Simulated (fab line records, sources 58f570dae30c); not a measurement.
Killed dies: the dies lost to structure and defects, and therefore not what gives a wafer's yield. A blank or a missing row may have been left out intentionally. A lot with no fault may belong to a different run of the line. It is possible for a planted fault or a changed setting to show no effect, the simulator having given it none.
Which tool did it? || flow berkeley cmos170 || Sampling: 14 lots, 42 wafers, 4 of 331 route steps

WHAT THE GAUGES READ, wafer by wafer
UCB170_CONTACT_CD_MEAS_15: the cd target is 700 nm.
{"lot": "L676", "measured": "day 7 17:24", "on": "cd sem-02", "cd nm (nm)": "701.4 700.0 702.9"}
{"lot": "L675", "measured": "day 7 17:35", "on": "cd sem-01", "cd nm (nm)": "698.1 696.9 697.2"}
{"lot": "L679", "measured": "day 8 02:20", "on": "cd sem-01", "cd nm (nm)": "701.0 701.4 702.6"}
{"lot": "L681", "measured": "day 8 04:03", "on": "cd sem-01", "cd nm (nm)": "700.8 700.3 701.6"}
{"lot": "L678", "measured": "day 8 04:37", "on": "cd sem-02", "cd nm (nm)": "700.6 701.1 700.9"}
{"lot": "L680", "measured": "day 8 06:50", "on": "cd sem-01", "cd nm (nm)": "700.5 701.2 698.0"}
{"lot": "L682", "measured": "day 8 15:15", "on": "cd sem-02", "cd nm (nm)": "700.2 701.6 700.6"}
{"lot": "L685", "measured": "day 9 04:14", "on": "cd sem-02", "cd nm (nm)": "697.6 697.7 698.1"}
{"lot": "L691", "measured": "day 10 03:08", "on": "cd sem-02", "cd nm (nm)": "699.0 700.8 700.7"}
{"lot": "L692", "measured": "day 10 03:53", "on": "cd sem-02", "cd nm (nm)": "701.2 701.1 700.2"}
{"lot": "L693", "measured": "day 10 23:02", "on": "cd sem-02", "cd nm (nm)": "699.2 699.3 700.1"}
{"lot": "L694", "measured": "day 11 06:06", "on": "cd sem-02", "cd nm (nm)": "698.2 698.8 698.3"}
{"lot": "L695", "measured": "day 11 06:25", "on": "cd sem-02", "cd nm (nm)": "697.6 696.4 698.1"}
{"lot": "L698", "measured": "day 11 13:54", "on": "cd sem-01", "cd nm (nm)": "698.4 698.9 697.8"}

UCB170_V1_THK_MEAS_01.
{"lot": "L676", "measured": "day 7 23:09", "on": "film metro-03", "V1_TEOS_THK (nm)": "1977 1974 2003"}
{"lot": "L675", "measured": "day 7 23:10", "on": "film metro-02", "V1_TEOS_THK (nm)": "1954 1984 2013"}
{"lot": "L679", "measured": "day 8 09:09", "on": "film metro-03", "V1_TEOS_THK (nm)": "3969 4016 4046"}
{"lot": "L681", "measured": "day 8 08:54", "on": "film metro-01", "V1_TEOS_THK (nm)": "1973 1988 2016"}
{"lot": "L678", "measured": "day 8 10:10", "on": "film metro-01", "V1_TEOS_THK (nm)": "1959 1983 1993"}
{"lot": "L680", "measured": "day 8 12:31", "on": "film metro-02", "V1_TEOS_THK (nm)": "3970 4067 4020"}
{"lot": "L682", "measured": "day 8 21:52", "on": "film metro-01", "V1_TEOS_THK (nm)": "1967 2008 2031"}
{"lot": "L685", "measured": "day 9 12:11", "on": "film metro-01", "V1_TEOS_THK (nm)": "2019 2050 2043"}
{"lot": "L691", "measured": "day 10 10:22", "on": "film metro-03", "V1_TEOS_THK (nm)": "1971 2003 1996"}
{"lot": "L692", "measured": "day 10 10:25", "on": "film metro-02", "V1_TEOS_THK (nm)": "1976 1982 2004"}
{"lot": "L693", "measured": "day 11 06:01", "on": "film metro-02", "V1_TEOS_THK (nm)": "1995 2009 2013"}
{"lot": "L694", "measured": "day 11 14:55", "on": "film metro-02", "V1_TEOS_THK (nm)": "2005 2006 2022"}
{"lot": "L695", "measured": "day 11 15:05", "on": "film metro-03", "V1_TEOS_THK (nm)": "1975 2040 2026"}
{"lot": "L698", "measured": "day 11 20:46", "on": "film metro-01", "V1_TEOS_THK (nm)": "1993 2029 2040"}

TOOL THAT RAN EACH LOT (tool first, then ch and the chambers of the sampled wafers, then the start)
{"lot": "L676", "UCB170_M1_SPUTTER_00": "pvd sputter-04, day 7 18:16", "UCB170_V1_CVD_00": "pecvd-02 ch 0,1,2, day 7 22:59"}
{"lot": "L675", "UCB170_M1_SPUTTER_00": "pvd sputter-01, day 7 18:26", "UCB170_V1_CVD_00": "pecvd-03 ch 0,1, day 7 22:59"}
{"lot": "L679", "UCB170_M1_SPUTTER_00": "pvd sputter-03, day 8 03:16", "UCB170_V1_CVD_00": "pecvd-03 ch 0,2, day 8 08:40"}
{"lot": "L681", "UCB170_M1_SPUTTER_00": "pvd sputter-04, day 8 04:46", "UCB170_V1_CVD_00": "pecvd-02 ch 0,2, day 8 08:40"}
{"lot": "L678", "UCB170_M1_SPUTTER_00": "pvd sputter-01, day 8 05:19", "UCB170_V1_CVD_00": "pecvd-01 ch 1,2, day 8 09:59"}
{"lot": "L680", "UCB170_M1_SPUTTER_00": "pvd sputter-04, day 8 07:33", "UCB170_V1_CVD_00": "pecvd-02 ch 0,1, day 8 12:02"}
{"lot": "L682", "UCB170_M1_SPUTTER_00": "pvd sputter-04, day 8 16:05", "UCB170_V1_CVD_00": "pecvd-01 ch 0,1,2, day 8 21:43"}
{"lot": "L685", "UCB170_M1_SPUTTER_00": "pvd sputter-03, day 9 05:01", "UCB170_V1_CVD_00": "pecvd-01 ch 0,2, day 9 12:01"}
{"lot": "L691", "UCB170_M1_SPUTTER_00": "pvd sputter-04, day 10 03:52", "UCB170_V1_CVD_00": "pecvd-03 ch 0,2, day 10 10:12"}
{"lot": "L692", "UCB170_M1_SPUTTER_00": "pvd sputter-03, day 10 04:36", "UCB170_V1_CVD_00": "pecvd-01 ch 0,1, day 10 10:12"}
{"lot": "L693", "UCB170_M1_SPUTTER_00": "pvd sputter-01, day 10 23:42", "UCB170_V1_CVD_00": "pecvd-01 ch 0,1,2, day 11 05:54"}
{"lot": "L694", "UCB170_M1_SPUTTER_00": "pvd sputter-04, day 11 06:56", "UCB170_V1_CVD_00": "pecvd-01 ch 1,2, day 11 14:46"}
{"lot": "L695", "UCB170_M1_SPUTTER_00": "pvd sputter-01, day 11 07:07", "UCB170_V1_CVD_00": "pecvd-01 ch 0,2, day 11 14:55"}
{"lot": "L698", "UCB170_M1_SPUTTER_00": "pvd sputter-03, day 11 14:37", "UCB170_V1_CVD_00": "pecvd-02 ch 1,2, day 11 20:36"}
- UCB170_M1_SPUTTER_00: material Al, target thk 600 nm, time 80 s.
- UCB170_V1_CVD_00: deposits SiO2 from TEOS/O2, target thk 2000 nm, time 250 s.

WHAT THE TOOLS THEMSELVES READ (means of the sampled wafers that have a number; where no wafer has one, the mark that the record gives instead)
UCB170_M1_SPUTTER_00.
{"lot": "L676", "tool": "pvd sputter-04", "throttle valve pct (%)": 30.5}
{"lot": "L675", "tool": "pvd sputter-01", "throttle valve pct (%)": 30.1}
{"lot": "L679", "tool": "pvd sputter-03", "throttle valve pct (%)": 29.2}
{"lot": "L681", "tool": "pvd sputter-04", "throttle valve pct (%)": 31.0}
{"lot": "L678", "tool": "pvd sputter-01", "throttle valve pct (%)": 30.9}
{"lot": "L680", "tool": "pvd sputter-04", "throttle valve pct (%)": 29.6}
{"lot": "L682", "tool": "pvd sputter-04", "throttle valve pct (%)": 31.5}
{"lot": "L685", "tool": "pvd sputter-03", "throttle valve pct (%)": 29.9}
{"lot": "L691", "tool": "pvd sputter-04", "throttle valve pct (%)": 30.7}
{"lot": "L692", "tool": "pvd sputter-03", "throttle valve pct (%)": 29.9}
{"lot": "L693", "tool": "pvd sputter-01", "throttle valve pct (%)": 30.7}
{"lot": "L694", "tool": "pvd sputter-04", "throttle valve pct (%)": 30.1}
{"lot": "L695", "tool": "pvd sputter-01", "throttle valve pct (%)": 30.8}
{"lot": "L698", "tool": "pvd sputter-03", "throttle valve pct (%)": 29.2}

UCB170_V1_CVD_00.
{"lot": "L676", "tool": "pecvd-02", "heater power w (W)": 210}
{"lot": "L675", "tool": "pecvd-03", "heater power w (W)": 210}
{"lot": "L679", "tool": "pecvd-03", "heater power w (W)": 282}
{"lot": "L681", "tool": "pecvd-02", "heater power w (W)": 249}
{"lot": "L678", "tool": "pecvd-01", "heater power w (W)": 274}
{"lot": "L680", "tool": "pecvd-02", "heater power w (W)": 199}
{"lot": "L682", "tool": "pecvd-01", "heater power w (W)": 271}
{"lot": "L685", "tool": "pecvd-01", "heater power w (W)": 232}
{"lot": "L691", "tool": "pecvd-03", "heater power w (W)": 200}
{"lot": "L692", "tool": "pecvd-01", "heater power w (W)": 249}
{"lot": "L693", "tool": "pecvd-01", "heater power w (W)": 291}
{"lot": "L694", "tool": "pecvd-01", "heater power w (W)": 296}
{"lot": "L695", "tool": "pecvd-01", "heater power w (W)": 232}
{"lot": "L698", "tool": "pecvd-02", "heater power w (W)": 230}

THE ANSWER, worked out from the rows above alone
Rule: the usual values come from the lots themselves. The widest of any qualifying gaps counts: lots, ordered by their means at a reading, are off when they make up no more than a third of the lots, leave a main group of 4 or more, and stand apart from it by 3 or more times the standard deviation of that group's means. Not used: any main group whose means are identical at the precision the tables above print for the reading. Also off: a lot with no number at a reading for which 4 or more lots have one. All remaining lots with rows at the step are treated as sound. First the gauges in route order, then the tools' own readings, where a lot's mean is used as printed above. The first step at which some lot is off is used, and at that step the reading that is off furthest; a lot without a number counts as furthest.
Off: L679, L680, at UCB170_V1_THK_MEAS_01 (V1_TEOS_THK). For the main group the mean is 2001 nm and the standard deviation 17.
A tool fits if, at a process step before that reading, it ran every lot that is off, and no sound lot after the first of them. Those tools and the gauges at UCB170_V1_THK_MEAS_01 are tried in the same way. None of those tried fits.

WHAT HAD BEEN PUT IN BY THE SIMULATOR
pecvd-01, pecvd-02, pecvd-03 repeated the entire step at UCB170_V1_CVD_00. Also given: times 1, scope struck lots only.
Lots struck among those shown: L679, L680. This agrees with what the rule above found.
